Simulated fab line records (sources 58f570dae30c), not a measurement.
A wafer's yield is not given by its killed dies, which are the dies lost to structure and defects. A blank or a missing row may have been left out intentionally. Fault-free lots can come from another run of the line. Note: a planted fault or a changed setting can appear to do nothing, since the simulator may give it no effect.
The tool behind it: which one?    flow berkeley cmos170    at 1 step of a route of 331, 15 lots with 45 wafers sampled

WHAT EACH GAUGE READ, for each wafer
UCB170_FIELD_THK_MEAS_90. Usual: FIELD_OXIDE_LEFT_1_THK 435 nm, standard deviation 11.
lot   measured      on             FIELD_OXIDE_LEFT_1_THK (nm)  flag
L960  day 5 23:28   film metro-02  453 451 448                  
L958  day 5 23:29   film metro-04  424 424 424                  
L959  day 5 23:32   film metro-03  447 442 439                  
L965  day 7 08:25   film metro-03  427 426 423                  
L964  day 7 08:29   film metro-03  426 424 427                  
L966  day 7 16:49   film metro-02  439 431 429                  
L967  day 7 16:50   film metro-03  430 418 425                  
L969  day 8 00:45   film metro-04  436 428 434                  
L972  day 8 15:10   film metro-02  441 440 438                  
L974  day 9 05:08   film metro-03  448 439 437                  
L975  day 9 16:35   film metro-02  421 434 422                  
L976  day 9 16:35   film metro-03  418 431 429                  
L980  day 10 08:46  film metro-04  442 438 443                  
L979  day 10 08:47  film metro-03  422 431 416                  
L978  day 10 11:29  film metro-04  427 433 421                  

WHAT TOOL EACH LOT RAN ON (gives the tool, then ch and the chambers of the sampled wafers, and finally the start)
No process step before these readings appears in the record.

AS READ BY THE TOOLS THEMSELVES (means over the sampled wafers that have a number; for cases with no such wafer, the mark the record gives instead)
The record holds no such reading with a usual standard deviation.

THE ANSWER, worked out from the rows above alone
Rule: take the mean of a lot's wafers that have a number; if it is more than 3 standard deviations from the usual mean, the lot is off. A lot without any number at a reading at which 4 lots or more have one is off too. The other lots that the step has rows for count as sound. After the gauges, taken in route order, come the tools' own readings; for these a lot's mean is taken, as printed above. At the first step where some lot is off, the reading lying furthest off is the one used; lots without a number count as furthest.
None of the lots is off at any reading shown; this tells nothing.

WHAT THE SIMULATOR HAD INSERTED
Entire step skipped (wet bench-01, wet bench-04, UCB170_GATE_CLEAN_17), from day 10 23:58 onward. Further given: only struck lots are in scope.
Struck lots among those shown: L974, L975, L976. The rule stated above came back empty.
